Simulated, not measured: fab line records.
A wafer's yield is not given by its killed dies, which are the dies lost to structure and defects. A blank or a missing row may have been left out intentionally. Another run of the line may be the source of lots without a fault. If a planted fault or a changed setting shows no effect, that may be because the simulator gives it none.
2 desks, one fault / flow berkeley_cmos170 / numbers are kept per desk, each desk with only its own; the story behind them comes last

DESK OF THE TOOL OWNER: pecvd-02
The tool's own readings at UCB170_V2_CVD_00 (deposits SiO2 from TEOS/O2, target thk 2000 nm, time 250 s): means of the sampled wafers that have a number, for each lot that ran on this tool. Any lot whose mean is over 4 standard deviations away from the usual mean is out of limits and marked OUT; that distance is given in the brackets.
Columns: A = heater_power_w at UCB170_V2_CVD_00, usual 263 W
lot=L716; first seen here=day 8 20:59; A=262
lot=L719; first seen here=day 9 11:44; A=266
lot=L724; first seen here=day 11 06:37; A=239
This desk found nothing out of limits on any of the 3 lots.

METROLOGY DESK
What the gauges read, lot by lot, whatever tool the lot ran on: means of the sampled wafers that have a number. Any lot whose mean is over 4 standard deviations away from the usual mean is out of limits and marked OUT; that distance is given in the brackets.
Columns: A = M2_AL_RS at UCB170_M2_RS_MEAS_02, usual 0.0323 ohm/sq; B = V2_TEOS_THK at UCB170_V2_THK_MEAS_01, usual 1995 nm
lot=L715; first seen here=day 8 16:31; A=0.0323; B=1985
lot=L716; first seen here=day 8 18:19; A=0.0319; B=1973
lot=L717; first seen here=day 8 18:33; A=0.0321; B=1998
lot=L718; first seen here=day 9 08:11; A=0.0322; B=2002
lot=L719; first seen here=day 9 09:23; A=0.0325; B=1994
lot=L720; first seen here=day 9 18:53; A=0.0321; B=1964
lot=L726; first seen here=day 11 01:39; A=0.0321; B=1974
lot=L724; first seen here=day 11 03:55; A=0.0322; B=2248 (+9.4) OUT
lot=L727; first seen here=day 11 04:45; A=0.0319; B=1999
lot=L729; first seen here=day 11 15:02; A=0.0327; B=1993
lot=L733; first seen here=day 12 08:14; A=0.0324; B=2017
lot=L734; first seen here=day 13 10:06; A=0.0324; B=1972
lot=L736; first seen here=day 13 14:44; A=0.0328; B=1998
This desk's result: L724 out of limits, first on L724 (V2_TEOS_THK at UCB170_V2_THK_MEAS_01), day 11 06:47. L715, L716, L717, L718, L719, L720, L726, L727, L729, L733, L734, L736: within limits.

TAKEN TOGETHER
An alarm was possible from the metrology desk at day 11 06:47, on L724.
The tool owner's desk saw nothing out of limits.
Tool owner's desk: L724 on record, inside its limits.
Every lot named ran UCB170_V2_CVD_00 on pecvd-02.

WHAT THE SIMULATOR HAD INSERTED
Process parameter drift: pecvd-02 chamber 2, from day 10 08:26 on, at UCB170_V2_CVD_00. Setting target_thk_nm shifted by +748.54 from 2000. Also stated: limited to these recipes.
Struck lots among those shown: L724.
Time in hours between the start of the fault and the first out-of-limits reading at each desk: metrology desk, 22.
